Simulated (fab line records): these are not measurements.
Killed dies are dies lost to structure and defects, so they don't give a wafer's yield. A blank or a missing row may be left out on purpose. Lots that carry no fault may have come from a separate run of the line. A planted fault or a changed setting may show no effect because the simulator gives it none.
A struck lot beside a sound one ; flow rit-cmos ; 31 out of 202 route steps
Sound: the wafers L256.1, L256.3, L256.6. Struck: wafer L267.2. (L267.5, L267.6 of the same lot were not struck and are left out.) The cause comes at the end.
Each step with rows lists, per side, the tool, then ch with its chambers, then its first start. Under that, the readings that differ: sound wafers ; struck wafers ; difference of the means ; sigmas: that difference in standard deviations of wafers without a fault.
alike: words and numbers the same on both sides, and readings whose means are apart by under 2 such deviations; not compared: readings that were withheld, readings missing a value for some wafer, numbers with overlapping values and no deviation given by the record, and bounds like >300 which may hide the same value.
A row with sigmas, a row that says differs or no value, or rows on one side alone: a step with any of these is where the two part. When numbers do not overlap yet have no deviation, they are printed without sigmas and do not part them. A reading that every wafer of one side lacks parts them only if that side has two wafers or more.

first, 4 steps without rows for these wafers: RIT_CONTACT_SOFTBAKE_04 (time 60 s); RIT_CONTACT_EXPOSE_05 (exposes mask M11, target cd 1000 nm); RIT_CONTACT_PEB_06; RIT_CONTACT_DEVELOP_07 (develop time 120 s).
RIT_CONTACT_CD_MEAS_08: the cd target is 1000 nm.
  sound on cd-sem-02, day 4 10:25; struck on cd-sem-01, day 6 16:54
  alike: cd-nm
RIT_CONTACT_OVL_MEAS_09:
  sound on overlay-02, day 4 10:32; struck on overlay-01, day 6 17:01
  alike: CONTACT_OVL
then, 1 step without rows for these wafers: RIT_CONTACT_HARDBAKE_10 (time 60 s).
RIT_CONTACT_ETCH_11: etches SiO2 in CHF3/CF4/Ar, stops on TiSi2, target depth 480 nm, time 320 s.
  sound on rie-diel-01 ch 1,2,3, day 4 10:43; struck on rie-diel-02 ch 2, day 6 17:20
reading;sound;struck;difference;sigmas
drypump-motor-current-A (A);5.7 5.8 5.9;4.8;-1.0;-2
  alike: oes-product-au, rf-fwd-power-W, throttle-valve-pct
  not compared: rf-hours-counter-h
RIT_CONTACT_STRIP_12: strips in O2, time 180 s.
  sound on plasma-asher-01 ch 0,1, day 4 10:55; struck on plasma-asher-01 ch 1, day 6 17:32
  alike: drypump-motor-current-A
  not compared: rf-hours-counter-h
RIT_CONTACT_CD_MEAS_90: the cd target is 1000 nm.
  sound on cd-sem-01, day 4 11:05; struck on cd-sem-02, day 6 17:44
  alike: cd-nm
then, 2 steps without rows for these wafers: RIT_CONTACT_CLEAN_13 (cleans in SC1, time 600 s); RIT_CONTACT_CLEAN_14 (cleans in SC2, time 600 s).
RIT_M1_SPUTTER_00: material Al, target thk 400 nm, time 500 s.
  sound on pvd-sputter-03, day 4 11:35; struck on pvd-sputter-03, day 6 18:11
  alike: throttle-valve-pct
RIT_M1_RS_MEAS_01: measurement is done with a four-point probe.
  sound on film-metro-02, day 4 11:53; struck on film-metro-01, day 6 18:30
  alike: M1_AL_RS
RIT_M1_THK_MEAS_02: measures by xrf.
  sound on film-metro-02, day 4 12:01; struck on film-metro-01, day 6 18:37
  alike: M1_AL_THK
then, 6 steps without rows for these wafers: RIT_M1_HMDS_03 (prime time 60 s); RIT_M1_COAT_04 (resist thk 1286 nm); RIT_M1_SOFTBAKE_05 (time 60 s); RIT_M1_EXPOSE_06 (exposes mask M12, target cd 2600 nm); RIT_M1_PEB_07; RIT_M1_DEVELOP_08 (develop time 68 s).
RIT_M1_CD_MEAS_09: the cd target is 2600 nm.
  sound on cd-sem-02, day 4 13:04; struck on cd-sem-02, day 6 19:34
  alike: cd-nm
RIT_M1_OVL_MEAS_10:
  sound on overlay-02, day 4 13:11; struck on overlay-01, day 6 19:40
  alike: M1_OVL
then, 1 step without rows for these wafers: RIT_M1_HARDBAKE_11 (time 120 s).
RIT_M1_METAL_ETCH_12: etches Al in Cl2/BCl3, stops on SiO2, time 165 s, target depth 600 nm.
  sound on rie-metal-03 ch 0,1, day 4 13:29; struck on rie-metal-01 ch 0, day 6 19:56
reading;sound;struck;difference;sigmas
drypump-motor-current-A (A);5.76 5.76 5.75;4.99;-0.77;-3
  alike: oes-product-au, rf-fwd-power-W, throttle-valve-pct
  not compared: rf-hours-counter-h
then, 1 step without rows for these wafers: RIT_M1_STRIP_13 (strips in nmp, time 600 s).
RIT_M1_STRIP_14: strips in O2, time 180 s.
  sound on plasma-asher-02 ch 0,1, day 4 13:51; struck on plasma-asher-02 ch 0, day 6 20:18
  alike: drypump-motor-current-A
  not compared: rf-hours-counter-h
RIT_M1_CD_MEAS_90: the cd target is 2600 nm.
  sound on cd-sem-01, day 4 14:01; struck on cd-sem-02, day 6 20:29
  alike: cd-nm
then, 1 step without rows for these wafers: RIT_M1_ANNEAL_15 (time 1800 s).
RIT_M1_BOW_MEAS_16:
  sound on film-metro-01, day 4 15:38; struck on film-metro-01, day 6 22:07
reading;sound;struck;difference;sigmas
M1_BOW (um);13 21 30;8;-13;-2
RIT_M1_PROBE_99:
  sound on prober-02, day 4 15:46; struck on prober-01, day 6 22:16
reading;sound;struck;difference;sigmas
defect-limited-yield (%);97.7 97.3 97.3;88.6;-8.8;-7
killed_at_M0_to_M3;0 0 0;22;+22;+99 or more
killed-dies;6 7 7;30;+23;+7
sort_bin_3_pad_short (%);0 0.4 0;0.8;+0.7;+3
sort_bin_5_function (%);1.5 0.8 1.5;6.1;+4.8;+6
sort_bin_6_memory (%);0.8 1.5 1.1;4.5;+3.4;+5
sort-n-pass;258 257 257;234;-23;-7
sort-yield-pct (%);97.7 97.3 97.3;88.6;-8.8;-7
model.etest.tester.sort-n-pass;258 257 257;234;-23;
model.etest.tester.sort-yield-pct (%);97.73 97.35 97.35;88.64;-8.84;
model.etest.tester.sort_bin_5_pct (%);1.515 0.7576 1.515;6.061;+4.798;
model.etest.tester.sort_bin_6_pct (%);0.7576 1.515 1.136;4.545;+3.409;
model.etest.tester.sort_bin_3_pct (%);0 0.3788 0;0.7576;+0.6313;
  alike: killed-at-contacts, killed-at-front-end, killed-open, killed-short

WHERE THEY PART
First at RIT_CONTACT_ETCH_11; last, within this record, at RIT_M1_PROBE_99.

WHY: the cause the simulator had injected
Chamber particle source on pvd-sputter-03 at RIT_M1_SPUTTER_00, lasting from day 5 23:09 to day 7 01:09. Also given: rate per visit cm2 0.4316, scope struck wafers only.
